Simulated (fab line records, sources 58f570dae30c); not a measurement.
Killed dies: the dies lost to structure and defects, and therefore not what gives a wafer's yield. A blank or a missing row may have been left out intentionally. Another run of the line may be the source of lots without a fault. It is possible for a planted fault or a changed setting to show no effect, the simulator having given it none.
Which of the tools did it? | flow berkeley-cmos170 | Sampling: 6 lots, 18 wafers, 2 of 331 route steps

== WHAT THE GAUGES SHOWED, per wafer ==
UCB170_NWELL_OVL_MEAS_12.
lot  | measured    | on         | NWELL_OVL (nm)
L861 | day 3 03:58 | overlay-01 | -3 -10 -10
L866 | day 3 22:22 | overlay-01 | 5 8 0
L868 | day 4 07:32 | overlay-02 | 11 8 7
L873 | day 4 20:34 | overlay-01 | 4 -3 9
L872 | day 4 20:59 | overlay-01 | - - -
L876 | day 5 15:47 | overlay-02 | -4 -6 -1

== TOOL THAT RAN EACH LOT (tool first, then ch and the chambers of the sampled wafers, then the start) ==
lot  | UCB170_NWELL_EXPOSE_09
L861 | krf-scanner-01 ch 0, day 3 02:50
L866 | krf-scanner-02 ch 0, day 3 21:59
L868 | krf-scanner-02 ch 0, day 4 07:09
L873 | krf-scanner-02 ch 0, day 4 19:24
L872 | krf-scanner-02 ch 0, day 4 19:40
L876 | krf-scanner-01 ch 0, day 5 14:44
- UCB170_NWELL_EXPOSE_09: exposes mask NWELL, target cd 3000 nm.

== THE ANSWER, worked out from the rows above alone ==
Rule: the lots themselves supply what counts as usual. Put in order of their means at a reading, lots are off if they are a third of the lots or fewer, leave a main group of 4 or more, and stand apart from it by a gap of 3 or more times the standard deviation of the main group's means; of several such gaps the widest counts. Not used: any main group whose means are identical at the precision the tables above print for the reading. A lot without any number at a reading at which 4 lots or more have one is off too. Any other lot the step has rows for is counted as sound.
Off: L872, at UCB170_NWELL_OVL_MEAS_12 (NWELL_OVL). Without a number there: L872. Mean 1 nm and standard deviation 5.9 in the main group.
If a tool, at a process step before that reading, ran all the lots that are off and no sound lot after the first of them, it fits. Those tools and the gauges at UCB170_NWELL_OVL_MEAS_12 are tried in the same way. Can't be told from this: 2 tools fit, krf-scanner-02 at UCB170_NWELL_EXPOSE_09, overlay-01 at UCB170_NWELL_OVL_MEAS_12.

== WHAT THE SIMULATOR PUT IN ==
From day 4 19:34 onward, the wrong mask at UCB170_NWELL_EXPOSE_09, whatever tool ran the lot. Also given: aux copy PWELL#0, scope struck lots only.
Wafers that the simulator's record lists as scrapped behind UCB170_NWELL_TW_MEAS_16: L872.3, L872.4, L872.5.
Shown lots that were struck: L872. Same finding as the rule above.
